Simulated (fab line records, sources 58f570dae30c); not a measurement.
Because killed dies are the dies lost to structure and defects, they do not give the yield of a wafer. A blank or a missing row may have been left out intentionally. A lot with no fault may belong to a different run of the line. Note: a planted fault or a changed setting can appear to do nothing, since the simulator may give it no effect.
A single fault, viewed from 2 desks -- flow berkeleyCmos170 -- only its own numbers are on each desk; what lay behind them is given at the end

== AT THE METROLOGY DESK ==
Means of the sampled wafers that have a number, per lot and without regard to the tool the lot ran on: this is what the gauges read. A lot is out of limits, marked OUT, if its mean lies more than 4 standard deviations from the usual mean; the brackets give that distance.
Columns: A = cdNm at UCB170_M1_CD_MEAS_09, usual 700.2 nm; B = cdNm at UCB170_M1_CD_MEAS_90, usual 700.6 nm
lot,first seen here,A,B
L407,day 6 21:24,697.9,696.4
L408,day 7 14:56,701.9,702.6
L409,day 7 21:34,700.7,700.1
L410,day 8 10:43,701.7,701.5
L413,day 8 10:55,702.3,703.1
L415,day 8 21:21,700.9,702.1
L418,day 9 12:33,700.8,703.1
L421,day 9 23:02,699.4,699.4
L424,day 10 03:56,699.4,700.8
L423,day 10 06:15,702.1,700.1
L425,day 10 21:47,696.7,698.1
L426,day 11 03:32,700.7,701.7
L429,day 11 09:22,700.4,700.9
L428,day 11 09:59,700.3,701.7
This desk's verdict: no lot among the 14 shows anything out of limits.

== AT THE TOOL OWNER'S DESK: rieMetal-03 ==
The tool's own readings at UCB170_M1_METAL_ETCH_12 (etches Al in Cl2/BCl3, stops on PSG, target depth 780 nm, time 130 s): means of the sampled wafers that have a number, for each lot that ran on this tool. A lot is out of limits, marked OUT, if its mean lies more than 4 standard deviations from the usual mean; the brackets give that distance.
Columns: A = biasW at UCB170_M1_METAL_ETCH_12, usual 120.0 W; B = drypumpMotorCurrentA at UCB170_M1_METAL_ETCH_12, usual 5.6 A; C = heBacksideLeakSccm at UCB170_M1_METAL_ETCH_12, usual 3.23 sccm; D = oesProductAu at UCB170_M1_METAL_ETCH_12, usual 0.850 a.u.; E = throttleValvePct at UCB170_M1_METAL_ETCH_12, usual 24.4 %
lot,first seen here,A,B,C,D,E
L407,day 6 21:35,120.3,5.7,3.39,0.831,24.4
L410,day 8 10:55,119.9,5.6,3.13,0.844,24.1
L415,day 8 21:33,119.9,5.7,3.27,0.833,24.3
L418,day 9 12:44,117.3 (-7.8) OUT,5.6,3.45,0.825,24.3
L421,day 9 23:13,116.9 (-8.8) OUT,5.6,3.57,0.839,24.1
This desk finds L418, L421 out of limits, L418 being first, at day 9 12:44 (biasW at UCB170_M1_METAL_ETCH_12). L407, L410, L415: within limits.

== BROUGHT TOGETHER ==
The tool owner's desk had the chance to raise an alarm at day 9 12:44 on L418, L421.
From the metrology desk's view, nothing was out of limits.
The metrology desk has L418, L421 on record, within its limits.
The lots listed all ran UCB170_M1_METAL_ETCH_12 on rieMetal-03.

== WHAT THE SIMULATOR HAD PUT IN ==
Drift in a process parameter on rieMetal-03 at UCB170_M1_METAL_ETCH_12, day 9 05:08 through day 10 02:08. Setting biasW shifted by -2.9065 from 120. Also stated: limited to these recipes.
Struck lots among those shown: L418, L421.
Time in hours from fault onset to the first out-of-limits reading at each desk: the tool owner's desk, 8.
